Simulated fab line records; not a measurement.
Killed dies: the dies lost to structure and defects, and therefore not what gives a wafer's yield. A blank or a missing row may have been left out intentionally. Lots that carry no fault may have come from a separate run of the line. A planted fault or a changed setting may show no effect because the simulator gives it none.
2 desks, one fault + flow ritCmos + each desk holds nothing but its own numbers, with what lay behind them at the end

AT THE TOOL OWNER'S DESK: implanter-04
For each lot that ran on this tool, the mean over its sampled wafers that have a number, from the tool's own readings at RIT_PWELL_IMPLANT_08. A lot is out of limits, marked OUT, if its mean lies more than 4 standard deviations from the usual mean; the brackets give that distance.
Columns: A = doseIonsCm2 at RIT_PWELL_IMPLANT_08, usual 7e+13; B = faradayCurrentUA at RIT_PWELL_IMPLANT_08, usual 222
| lot  | first seen here | A                       | B             |
|------|-----------------|-------------------------|---------------|
| L205 | day 3 02:17     | 7e+13                   | 218           |
| L206 | day 3 05:46     | 7e+13                   | 218           |
| L207 | day 3 10:44     | 1e+14 (+99 or more) OUT | 320 (+22) OUT |
| L208 | day 3 20:31     | 1e+14 (+99 or more) OUT | 316 (+21) OUT |
| L221 | day 6 09:07     | 7e+13                   | 224           |
| L223 | day 6 19:49     | 7e+13                   | 221           |
This desk's verdict: out of limits on L207, L208, starting with L207 at day 3 10:44 (doseIonsCm2 at RIT_PWELL_IMPLANT_08). L205, L206, L221, L223 stayed within limits.

FROM THE METROLOGY DESK
What the gauges read, lot by lot, whatever tool the lot ran on: means of the sampled wafers that have a number. A lot is out of limits, marked OUT, if its mean lies more than 4 standard deviations from the usual mean; the brackets give that distance.
Columns: A = PWELL_TW at RIT_PWELL_TW_MEAS_10, usual 946; B = PWELL_RS at RIT_WELLDRIVE_RS_MEAS_02, usual 429.3 ohm/sq
| lot  | first seen here | A              | B               |
|------|-----------------|----------------|-----------------|
| L200 | day 1 23:05     | 955            | 428.7           |
| L201 | day 2 05:10     | 929            | 430.0           |
| L202 | day 2 12:42     | 951            | 429.0           |
| L204 | day 2 23:57     | 954            | 428.5           |
| L205 | day 3 02:36     | 955            | 428.6           |
| L206 | day 3 06:05     | 953            | 429.4           |
| L207 | day 3 11:02     | 1073 (+11) OUT | 345.2 (-70) OUT |
| L208 | day 3 20:49     | 1072 (+10) OUT | 344.1 (-71) OUT |
| L209 | day 4 00:53     | 932            | 430.0           |
| L215 | day 5 04:02     | 929            | 429.9           |
| L220 | day 6 04:07     | 949            | 428.1           |
| L221 | day 6 09:26     | 930            | 428.0           |
| L222 | day 6 17:07     | 956            | 428.2           |
| L223 | day 6 20:08     | 959            | 429.5           |
Finding of this desk: L207, L208 out of limits, first seen on L207 at day 3 11:02 (PWELL_TW at RIT_PWELL_TW_MEAS_10). L200, L201, L202, L204, L205, L206, L209, L215, L220, L221, L222, L223 stayed within limits.

BROUGHT TOGETHER
The tool owner's desk could have raised an alarm at day 3 10:44, on L207, L208.
At day 3 11:02 the metrology desk could have sounded an alarm, on L207, L208.
All the named lots went through RIT_PWELL_IMPLANT_08 on implanter-04.

WHAT THE SIMULATOR PUT IN
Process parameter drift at RIT_PWELL_IMPLANT_08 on implanter-04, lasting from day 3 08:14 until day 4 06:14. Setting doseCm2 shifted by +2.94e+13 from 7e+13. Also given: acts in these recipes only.
Lots struck among those shown: L207, L208.
Fault start to first reading out of limits, in hours, per desk: tool owner, 3; metrology, 3.
